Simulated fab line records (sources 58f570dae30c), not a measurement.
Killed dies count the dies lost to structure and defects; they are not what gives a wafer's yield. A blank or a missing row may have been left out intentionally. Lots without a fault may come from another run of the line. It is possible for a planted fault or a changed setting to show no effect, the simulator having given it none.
One fault through the eyes of 2 desks	flow berkeley-cmos170	what lay behind the numbers comes last; until then each desk has only its own

METROLOGY DESK
What the gauges read for every lot (on any tool): the sampled wafers with a number, averaged. The brackets show how far a lot's mean lies from the usual mean; more than 4 standard deviations puts the lot out of limits, marked OUT.
Columns: A = M3_AL_THK at UCB170_M3_THK_MEAS_03, usual 890 nm
lot	first seen here	A
L665	day 9 07:25	884
L669	day 9 14:16	902
L667	day 9 15:21	883
L670	day 10 14:15	896
L671	day 10 17:54	897
L678	day 11 08:51	874
L674	day 11 17:25	898
L677	day 11 17:46	897
L676	day 11 18:08	885
L673	day 11 18:17	900
L682	day 12 10:23	886
L684	day 13 03:10	898
L687	day 13 11:13	894
L685	day 13 11:29	898
L686	day 13 11:45	885
This desk's verdict: no lot among the 15 shows anything out of limits.

AT THE TOOL OWNER'S DESK: furnace-01
The tool's own readings at UCB170_SCREENOX_OXIDATION_01 (target thk 14.4 nm, ox time 2400 s): means of the sampled wafers that have a number, for each lot that ran on this tool. The brackets show how far a lot's mean lies from the usual mean; more than 4 standard deviations puts the lot out of limits, marked OUT.
Columns: A = spike-tc-centre-C at UCB170_SCREENOX_OXIDATION_01, usual 901.1 C
lot	first seen here	A
L665	day 6 18:40	900.2
L667	day 7 01:40	901.4
L669	day 7 01:40	900.5
L673	day 8 15:35	900.4
L674	day 8 15:35	900.3
L676	day 8 15:35	899.6
L677	day 8 15:35	900.3
L678	day 8 15:35	901.6
L684	day 10 09:20	899.6
L685	day 10 20:12	898.9
L686	day 10 20:12	900.2
L687	day 10 20:12	899.4
This desk's verdict: no lot among the 12 shows anything out of limits.

PUT TOGETHER
Nothing out of limits was seen by the metrology desk.
The tool owner's desk saw nothing out of limits.

WHAT THE SIMULATOR PUT IN
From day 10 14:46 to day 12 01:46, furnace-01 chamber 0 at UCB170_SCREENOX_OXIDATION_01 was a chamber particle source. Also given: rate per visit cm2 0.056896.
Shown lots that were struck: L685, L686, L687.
